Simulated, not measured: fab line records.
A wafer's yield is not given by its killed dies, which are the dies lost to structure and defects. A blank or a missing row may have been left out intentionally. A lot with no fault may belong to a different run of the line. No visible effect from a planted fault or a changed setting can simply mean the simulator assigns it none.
Comparing a struck lot with a sound one | flow ritCmos | 15 out of 202 route steps
Sound: the wafers L377.2, L377.4, L377.6. The struck wafers were L386.1, L386.2, L386.4. The cause comes at the end.
For every step that has rows: the tool of each side, followed by ch and its chambers, followed by its first start. Under that, the readings that differ: sound wafers | struck wafers | difference of the means | sigmas: that difference in standard deviations of wafers without a fault.
alike: readings whose means differ by less than 2 such deviations, and words and numbers that are the same on both sides. not compared: withheld readings, readings that some wafer has no value for, bounds like >300 that may hide the same value, and numbers for which the record gives no deviation and whose values overlap.
The two part at a step that has a row with sigmas, a row that says differs or no value, or rows on one side only. Numbers that don't overlap but have no deviation are shown without sigmas and don't part them. Lack of a reading on every wafer of one side parts them only where that side has two or more wafers.

first, 3 steps without rows for these wafers: RIT_SDANNEAL_CLEAN_00 (cleans in SC1, time 600 s); RIT_SDANNEAL_CLEAN_01 (cleans in dHF, time 30 s); RIT_SDANNEAL_CLEAN_02 (cleans in SC2, time 600 s).
RIT_SDANNEAL_RTA_03: time 5 s.
  sound on rtpAnneal-02 ch 0, day 5 12:17; struck on rtpAnneal-01 ch 0, day 7 11:40
  alike: wafer_temp_C_max
RIT_SDANNEAL_RS_MEAS_04: the measuring method here is four-point-probe.
  sound: filmMetro-03 at day 5 12:21; struck: filmMetro-04 at day 7 11:43
  alike: PSD_RS
RIT_SDANNEAL_RS_MEAS_05: the measuring method here is four-point-probe.
  sound: filmMetro-03 at day 5 12:28; struck: filmMetro-04 at day 7 11:50
  alike: NSD_RS
RIT_SDANNEAL_RS_MEAS_06: the measuring method here is four-point-probe.
  sound: filmMetro-03 at day 5 12:35; struck: filmMetro-04 at day 7 11:58
  alike: PLDD_RS
RIT_SDANNEAL_RS_MEAS_07: the measuring method here is four-point-probe.
  sound: filmMetro-03 at day 5 12:43; struck: filmMetro-04 at day 7 12:05
  alike: NLDD_RS
then, 1 step without rows for these wafers: RIT_SILICIDE_WET_ETCH_00 (etches SiO2 in BOE, target depth 14 nm, time 15 s).
RIT_SILICIDE_SPUTTER_01: material Ti, target thk 30 nm, time 240 s.
  sound: pvdSputter-04 at day 5 12:50; struck: pvdSputter-01 at day 7 12:13
  alike: throttleValvePct
RIT_SILICIDE_RS_MEAS_02: the measuring method here is four-point-probe.
  sound: filmMetro-02 at day 5 13:00; struck: filmMetro-03 at day 7 12:22
  alike: SILICIDE_TI_RS
RIT_SILICIDE_THK_MEAS_03: measures by xrf.
  sound: filmMetro-02 at day 5 13:07; struck: filmMetro-03 at day 7 12:29
  alike: SILICIDE_TI_THK
RIT_SILICIDE_RTA_04: time 10 s, ramp up 5 s, ramp down 5 s.
  sound on rtpAnneal-01 ch 0, day 5 13:10; struck on rtpAnneal-02 ch 0, day 7 12:32
reading          | sound             | struck            | difference | sigmas
wafer_temp_C_max | 651.7 651.3 651.1 | 626.5 627.1 627.2 | -24.4      | -45
then, 1 step without rows for these wafers: RIT_SILICIDE_WET_ETCH_05 (etches Ti in SPM, time 120 s).
RIT_M1_PROBE_99:
  sound: prober-01 at day 5 20:09; struck: prober-02 at day 7 19:00
reading                           | sound             | struck            | difference | sigmas
model.etest.npolyLine.lineOhmUm   | 171.7 170.2 166.9 | 179.7 175.3 181.1 | +9.1       | 
model.etest.ppolyLine.lineOhmUm   | 165.8 165 160     | 174.4 172.6 171.7 | +9.3       | 
model.etest.contactNplus.endOhmUm | 41.66 41.05 40.7  | 37.63 38.34 36.9  | -3.51      | 
model.etest.contactPplus.endOhmUm | 42.27 43.25 42.35 | 39.7 40.68 41.21  | -2.1       | 
model.etest.npolyLine.rsOhmSq     | 16.89 16.87 17.09 | 18.97 19.05 18.84 | +2.00      | 
model.etest.ppolyLine.rsOhmSq     | 16.45 16.49 16.55 | 18.36 18.44 18.15 | +1.82      | 
model.etest.npolySal.rsOhmSq      | 4.32 4.326 4.332  | 4.886 4.946 4.891 | +0.582     | 
model.etest.ppolySal.rsOhmSq      | 4.325 4.328 4.312 | 4.836 4.909 4.841 | +0.540     | 
  alike: killedAtContacts, killedAtFrontEnd, killedDies, killedOpen, killedShort

== WHERE THEY PART ==
Only at RIT_SILICIDE_RTA_04, within this record. Later steps at which nothing parts them and some readings are alike: RIT_M1_PROBE_99.

WHY: what had been put in by the simulator
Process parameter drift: rtpAnneal-02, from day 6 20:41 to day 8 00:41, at RIT_SILICIDE_RTA_04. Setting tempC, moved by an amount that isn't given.
